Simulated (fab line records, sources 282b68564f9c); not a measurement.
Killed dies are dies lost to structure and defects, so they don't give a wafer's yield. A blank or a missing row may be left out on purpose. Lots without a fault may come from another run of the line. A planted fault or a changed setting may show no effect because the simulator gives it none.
Which tool did it? | flow rit_cmos | 16 lots, 48 wafers sampled, at 5 steps of a route of 202

WHAT THE GAUGES READ, wafer by wafer
RIT_PLDD_OVL_MEAS_06.
lot  | measured    | on         | PLDD_OVL (nm)
L720 | day 2 18:37 | overlay-02 | -3.4 -1.8 -1.2
L721 | day 3 00:34 | overlay-02 | -0.5 -0.4 -2.6
L722 | day 3 08:14 | overlay-02 | -2.0 -1.7 -3.1
L723 | day 3 10:40 | overlay-01 | -1.2 -0.8 -1.1
L725 | day 3 19:41 | overlay-02 | -2.1 -0.4 -1.6
L726 | day 4 01:16 | overlay-01 | -2.0 -4.1 -4.1
L727 | day 4 05:06 | overlay-02 | -2.7 -1.9 -2.0
L728 | day 4 12:05 | overlay-02 | -0.4 -0.1 -1.8
L729 | day 4 17:12 | overlay-01 | -1.3 1.0 0.6
L731 | day 5 01:27 | overlay-02 | -1.2 -2.1 -1.4
L734 | day 5 16:45 | overlay-02 | -2.8 -0.5 -3.3
L735 | day 5 21:03 | overlay-02 | 0.3 -0.5 1.5
L737 | day 6 09:19 | overlay-02 | -3.7 -2.6 -2.4
L739 | day 6 19:10 | overlay-01 | 0.0 -2.5 -0.8
L741 | day 7 03:59 | overlay-01 | 1.3 0.9 -0.1
L742 | day 7 14:29 | overlay-02 | 0.3 -2.2 -2.2

RIT_PSD_OVL_MEAS_06.
lot  | measured    | on         | PSD_OVL (nm)
L720 | day 3 00:01 | overlay-01 | -1.4 1.6 1.7
L721 | day 3 06:11 | overlay-01 | 0.3 -0.1 -0.9
L722 | day 3 13:49 | overlay-02 | 0.4 1.7 0.6
L723 | day 3 17:48 | overlay-02 | 0.8 -0.2 -2.1
L725 | day 4 01:34 | overlay-02 | 2.2 1.3 1.3
L726 | day 4 06:56 | overlay-01 | -1.1 -0.8 -0.4
L727 | day 4 10:33 | overlay-01 | -0.7 -0.1 0.3
L728 | day 4 17:33 | overlay-02 | 2.2 0.5 1.7
L729 | day 4 22:40 | overlay-01 | 2.7 1.0 0.3
L731 | day 5 07:06 | overlay-02 | - - -
L734 | day 5 22:20 | overlay-02 | - - -
L735 | day 6 03:03 | overlay-01 | - - -
L737 | day 6 14:49 | overlay-02 | - - -
L739 | day 7 01:01 | overlay-02 | -0.4 -1.2 -0.9
L741 | day 7 09:31 | overlay-02 | 1.3 1.8 0.5
L742 | day 7 20:04 | overlay-01 | 0.3 0.9 0.7

RIT_SILICIDE_THK_MEAS_03: measures by xrf.
lot  | measured    | on            | SILICIDE_TI_THK (nm)
L720 | day 3 01:50 | film_metro-04 | 29.01 28.96 29.11
L721 | day 3 07:57 | film_metro-04 | 28.84 28.67 28.82
L722 | day 3 15:37 | film_metro-04 | 29.14 29.33 29.15
L723 | day 3 19:36 | film_metro-03 | 28.62 28.90 28.78
L725 | day 4 03:20 | film_metro-04 | 28.54 28.71 28.80
L726 | day 4 08:41 | film_metro-01 | 29.06 28.91 28.93
L727 | day 4 12:20 | film_metro-04 | 29.13 29.10 28.99
L728 | day 4 19:18 | film_metro-03 | 29.05 28.89 29.07
L729 | day 5 00:33 | film_metro-04 | 28.60 28.65 28.51
L731 | day 5 08:52 | film_metro-03 | 28.95 29.03 29.07
L734 | day 6 00:06 | film_metro-04 | 28.79 28.99 29.05
L735 | day 6 04:49 | film_metro-03 | 28.92 28.57 28.93
L737 | day 6 16:35 | film_metro-03 | 28.81 28.61 29.05
L739 | day 7 02:47 | film_metro-04 | 28.46 28.52 28.56
L741 | day 7 11:17 | film_metro-04 | 28.40 28.74 29.20
L742 | day 7 21:59 | film_metro-04 | 28.63 28.74 28.61

WHICH TOOL RAN EACH LOT (tool, then ch and the chambers of the sampled wafers, then the start)
lot  | RIT_PSD_EXPOSE_03                  | RIT_SILICIDE_SPUTTER_01
L720 | iline_stepper-01 ch 0, day 2 23:37 | pvd_sputter-03, day 3 01:34
L721 | iline_stepper-02 ch 0, day 3 05:39 | pvd_sputter-02, day 3 07:41
L722 | iline_stepper-02 ch 0, day 3 13:26 | pvd_sputter-03, day 3 15:20
L723 | iline_stepper-02 ch 0, day 3 17:26 | pvd_sputter-02, day 3 19:18
L725 | iline_stepper-01 ch 0, day 4 01:10 | pvd_sputter-02, day 4 03:04
L726 | iline_stepper-02 ch 0, day 4 06:32 | pvd_sputter-03, day 4 08:25
L727 | iline_stepper-02 ch 0, day 4 10:10 | pvd_sputter-02, day 4 12:02
L728 | iline_stepper-01 ch 0, day 4 17:09 | pvd_sputter-03, day 4 19:02
L729 | iline_stepper-02 ch 0, day 4 22:17 | pvd_sputter-02, day 5 00:16
L731 | iline_stepper-01 ch 0, day 5 06:43 | pvd_sputter-02, day 5 08:35
L734 | iline_stepper-01 ch 0, day 5 21:56 | pvd_sputter-03, day 5 23:50
L735 | iline_stepper-01 ch 0, day 6 02:39 | pvd_sputter-02, day 6 04:32
L737 | iline_stepper-01 ch 0, day 6 14:25 | pvd_sputter-02, day 6 16:19
L739 | iline_stepper-02 ch 0, day 7 00:37 | pvd_sputter-02, day 7 02:31
L741 | iline_stepper-02 ch 0, day 7 09:07 | pvd_sputter-02, day 7 11:01
L742 | iline_stepper-02 ch 0, day 7 19:41 | pvd_sputter-03, day 7 21:43
- RIT_PSD_EXPOSE_03: exposes mask M10, target cd 40900 nm.
- RIT_SILICIDE_SPUTTER_01: material Ti, target thk 30 nm, time 231.8 s.

WHAT THE TOOLS THEMSELVES READ (means of the sampled wafers that have a number; where no wafer has one, the mark that the record gives instead)
RIT_SILICIDE_SPUTTER_01.
lot  | tool           | throttle_valve_pct (%)
L720 | pvd_sputter-03 | 29.8
L721 | pvd_sputter-02 | 29.0
L722 | pvd_sputter-03 | 29.8
L723 | pvd_sputter-02 | 29.5
L725 | pvd_sputter-02 | 29.0
L726 | pvd_sputter-03 | 30.2
L727 | pvd_sputter-02 | 29.1
L728 | pvd_sputter-03 | 29.8
L729 | pvd_sputter-02 | 29.7
L731 | pvd_sputter-02 | 29.3
L734 | pvd_sputter-03 | 29.7
L735 | pvd_sputter-02 | 28.9
L737 | pvd_sputter-02 | 29.2
L739 | pvd_sputter-02 | 29.4
L741 | pvd_sputter-02 | 29.5
L742 | pvd_sputter-03 | 29.6

THE ANSWER, worked out from the rows above alone
Rule: what is usual is taken from the lots themselves. Put in order of their means at a reading, lots are off if they are a third of the lots or fewer, leave a main group of 4 or more, and stand apart from it by a gap of 3 or more times the standard deviation of the main group's means; of several such gaps the widest counts. A main group whose means are all the same, to the digits that the tables above print for the reading, isn't used. A lot without any number at a reading at which 4 lots or more have one is off too. The other lots that the step has rows for count as sound. The gauges are gone through in route order, then the tools' own readings, and for those a lot's mean is taken as printed above. The first step at which some lot is off is used, and at that step the reading that is off furthest; a lot without a number counts as furthest.
Off: L731, L734, L735, L737, at RIT_PSD_OVL_MEAS_06 (PSD_OVL). Without a number there: L731, L734, L735, L737. The main group: mean 0.4 nm, standard deviation 0.86.
A tool fits if, at a process step before that reading, it ran every lot that is off, and no sound lot after the first of them. The gauges at RIT_PSD_OVL_MEAS_06 are tried like those tools. One fits: iline_stepper-01 at RIT_PSD_EXPOSE_03. Its last sound lot is L728 (day 4 17:09), its first lot that is off L731 (day 5 06:43): a fault that began between those two fits.

WHAT THE SIMULATOR HAD PUT IN
Scanner matching overlay: iline_stepper-01, from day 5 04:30 on, at RIT_PSD_EXPOSE_03. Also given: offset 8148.
Lots struck among those shown: L731, L734, L735, L737. The rule above found the same.
